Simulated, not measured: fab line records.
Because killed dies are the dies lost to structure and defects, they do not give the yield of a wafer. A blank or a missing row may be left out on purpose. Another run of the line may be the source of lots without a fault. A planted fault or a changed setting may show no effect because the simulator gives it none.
The same fault as seen by 2 desks | flow berkeleyCmos170 | numbers are kept per desk, each desk with only its own; the story behind them comes last

== AT THE TOOL OWNER'S DESK: krfScanner-01 ==
The tool's own readings at UCB170_PLDD_EXPOSE_03 (exposes mask PSELECT, target cd 1200 nm): means of the sampled wafers that have a number, for each lot that ran on this tool. Marked OUT: a lot whose mean sits more than 4 standard deviations from the usual mean, which makes it out of limits; the brackets give that distance.
Columns: A = stageVelMmS at UCB170_PLDD_EXPOSE_03, usual 500.07 mm/s
lot  | first seen here | A
L823 | day 7 04:28     | 499.79
L822 | day 7 04:34     | 500.11
L825 | day 8 05:19     | 499.56
L827 | day 8 05:40     | 500.12
L826 | day 8 06:08     | 500.22
L833 | day 10 01:22    | 499.67
L840 | day 11 09:53    | 500.24
L842 | day 11 14:56    | 500.21
L843 | day 11 15:16    | 499.92
This desk found nothing out of limits on any of the 9 lots.

== AT THE METROLOGY DESK ==
Means of the sampled wafers that have a number, per lot and without regard to the tool the lot ran on: this is what the gauges read. Marked OUT: a lot whose mean sits more than 4 standard deviations from the usual mean, which makes it out of limits; the brackets give that distance.
Columns: A = PLDD_OVL at UCB170_PLDD_OVL_MEAS_07, usual 0 nm; B = NLDD_OVL at UCB170_NLDD_OVL_MEAS_07, usual 3 nm; C = CONTACT_OVL at UCB170_CONTACT_OVL_MEAS_16, usual -7 nm
lot  | first seen here | A             | B  | C
L823 | day 7 05:19     | -1            | 4  | -11
L822 | day 7 05:26     | 1             | -3 | -6
L824 | day 7 17:07     | -3            | 5  | -6
L825 | day 8 06:19     | -4            | -2 | -2
L827 | day 8 06:35     | 4             | 7  | -11
L826 | day 8 06:58     | 2             | 4  | -15
L828 | day 8 20:35     | 0             | -1 | -11
L830 | day 9 04:48     | 0             | -1 | -4
L833 | day 10 02:00    | 3             | 11 | -5
L837 | day 10 07:58    | 8             | 10 | -6
L840 | day 11 10:34    | 94 (+18) OUT  | 8  | -13
L842 | day 11 15:33    | 106 (+21) OUT | 6  | -9
L843 | day 11 15:44    | 104 (+20) OUT | 9  | -6
L845 | day 12 00:28    | 5             | -4 | -6
L844 | day 12 00:39    | -0            | 7  | -8
Per this desk, out of limits: L840, L842, L843; the first was L840, day 11 10:34 (PLDD_OVL at UCB170_PLDD_OVL_MEAS_07). L823, L822, L824, L825, L827, L826, L828, L830, L833, L837, L845, L844 stayed within limits.

== TAKEN TOGETHER ==
At day 11 10:34 the metrology desk could have sounded an alarm, on L840, L842, L843.
Nothing out of limits was seen by the tool owner's desk.
Tool owner's desk: L840, L842, L843 on record, inside its limits.
All the named lots went through UCB170_PLDD_EXPOSE_03 on krfScanner-01.

== WHAT WAS PUT IN BY THE SIMULATOR ==
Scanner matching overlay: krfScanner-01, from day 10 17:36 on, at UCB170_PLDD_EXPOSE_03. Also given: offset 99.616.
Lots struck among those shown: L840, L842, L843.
Per desk, hours elapsed from the start of the fault to the first reading out of limits: for the metrology desk, 17.
